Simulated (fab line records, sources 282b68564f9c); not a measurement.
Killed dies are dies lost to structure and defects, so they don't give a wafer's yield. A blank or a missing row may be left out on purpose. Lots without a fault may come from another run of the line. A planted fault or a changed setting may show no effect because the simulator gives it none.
Which tool did it? | flow rit_cmos | 15 lots, 45 wafers sampled, at 2 steps of a route of 202

WHAT THE GAUGES READ, wafer by wafer
RIT_ACTIVE_CD_MEAS_11: target cd 1400 nm. Usual: cd_nm 1399.6 nm, standard deviation 1.9.
lot  | measured    | on        | cd_nm (nm)                                | flag
L726 | day 1 16:00 | cd_sem-02 | 1402.0 1403.2 1399.7                      |
L727 | day 2 00:16 | cd_sem-02 | 1395.2 1394.2 1394.3                      |
L728 | day 2 03:49 | cd_sem-01 | 1399.7 1399.5 1399.0                      |
L730 | day 2 18:48 | cd_sem-01 | 1397.6 1398.4 1399.3                      |
L732 | day 2 20:35 | cd_sem-02 | 1395.9 1399.0 1399.1                      |
L733 | day 3 01:46 | cd_sem-01 | 1400.5 1399.8 1398.7                      |
L734 | day 3 07:07 | cd_sem-02 | 1398.7 1399.2 1403.2                      |
L735 | day 3 11:38 | cd_sem-01 | 1398.2 1400.3 1400.7                      |
L736 | day 3 16:34 | cd_sem-01 | 1402.1 1401.8 1401.2                      |
L737 | day 3 21:37 | cd_sem-01 | 1444.9 1440.7 1444.5 1444.9 1440.8 1444.0 | OFF
L738 | day 4 02:40 | cd_sem-02 | 1398.3 1397.1 1400.3                      |
L739 | day 4 09:13 | cd_sem-01 | 1401.0 1400.1 1399.8                      |
L740 | day 4 14:14 | cd_sem-01 | 1434.0 1432.9 1434.8 1434.4 1433.5 1434.7 | OFF
L744 | day 5 08:59 | cd_sem-01 | 1425.8 1426.2 1424.8 1425.5 1425.7 1424.8 | OFF
L748 | day 6 05:09 | cd_sem-02 | 1397.6 1397.6 1398.3                      |

WHICH TOOL RAN EACH LOT (tool, then ch and the chambers of the sampled wafers, then the start)
lot  | RIT_ACTIVE_EXPOSE_08
L726 | iline_stepper-01 ch 0, day 1 15:36
L727 | iline_stepper-01 ch 0, day 1 23:51
L728 | iline_stepper-01 ch 0, day 2 03:25
L730 | iline_stepper-01 ch 0, day 2 18:23
L732 | iline_stepper-02 ch 0, day 2 20:11
L733 | iline_stepper-01 ch 0, day 3 01:22
L734 | iline_stepper-02 ch 0, day 3 06:43
L735 | iline_stepper-02 ch 0, day 3 11:14
L736 | iline_stepper-01 ch 0, day 3 16:10
L737 | iline_stepper-02 ch 0, day 3 21:13
L738 | iline_stepper-01 ch 0, day 4 02:16
L739 | iline_stepper-01 ch 0, day 4 08:49
L740 | iline_stepper-02 ch 0, day 4 13:50
L744 | iline_stepper-02 ch 0, day 5 08:35
L748 | iline_stepper-01 ch 0, day 6 04:44
- RIT_ACTIVE_EXPOSE_08: exposes mask M1, target cd 1400 nm.

WHAT THE TOOLS THEMSELVES READ (means of the sampled wafers that have a number; where no wafer has one, the mark that the record gives instead)
RIT_ACTIVE_EXPOSE_08. Usual: exposure_dose_mJ_cm2 224.92, standard deviation 0.21.
lot  | tool             | exposure_dose_mJ_cm2 | flag
L726 | iline_stepper-01 | 224.86               |
L727 | iline_stepper-01 | 225.09               |
L728 | iline_stepper-01 | 225.05               |
L730 | iline_stepper-01 | 224.74               |
L732 | iline_stepper-02 | 224.98               |
L733 | iline_stepper-01 | 224.91               |
L734 | iline_stepper-02 | 225.07               |
L735 | iline_stepper-02 | 224.81               |
L736 | iline_stepper-01 | 225.10               |
L737 | iline_stepper-02 | 193.38               | OFF
L738 | iline_stepper-01 | 224.81               |
L739 | iline_stepper-01 | 225.05               |
L740 | iline_stepper-02 | 199.33               | OFF
L744 | iline_stepper-02 | 204.80               | OFF
L748 | iline_stepper-01 | 224.84               |

THE ANSWER, worked out from the rows above alone
Rule: a lot is off if the mean of its wafers that have a number lies more than 3 standard deviations from the usual mean. A lot without any number at a reading at which 4 lots or more have one is off too. The other lots that the step has rows for count as sound. The gauges are gone through in route order, then the tools' own readings, and for those a lot's mean is taken as printed above. The first step at which some lot is off is used, and at that step the reading that is off furthest; a lot without a number counts as furthest.
Off: L737, L740, L744, at RIT_ACTIVE_CD_MEAS_11 (cd_nm).
A tool fits if, at a process step before that reading, it ran every lot that is off, and no sound lot after the first of them. The gauges at RIT_ACTIVE_CD_MEAS_11 aren't tried: what is off there is off at RIT_ACTIVE_EXPOSE_08 too, on other tools, and a gauge's error can't cause that. One fits: iline_stepper-02 at RIT_ACTIVE_EXPOSE_08. Its last sound lot is L735 (day 3 11:14), its first lot that is off L737 (day 3 21:13): a fault that began between those two fits.
The tool's own readings at RIT_ACTIVE_EXPOSE_08 bear it out: on the lots that are off they differ by more than 5 times the standard deviation of the sound lots' means. exposure_dose_mJ_cm2 reads 199.17 there against 224.94 on the sound lots.

WHAT THE SIMULATOR HAD PUT IN
Process parameter drift: iline_stepper-02, from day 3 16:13 on, at RIT_ACTIVE_EXPOSE_08. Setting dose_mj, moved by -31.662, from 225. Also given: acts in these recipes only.
Lots struck among those shown: L737, L740, L744. The rule above found the same.
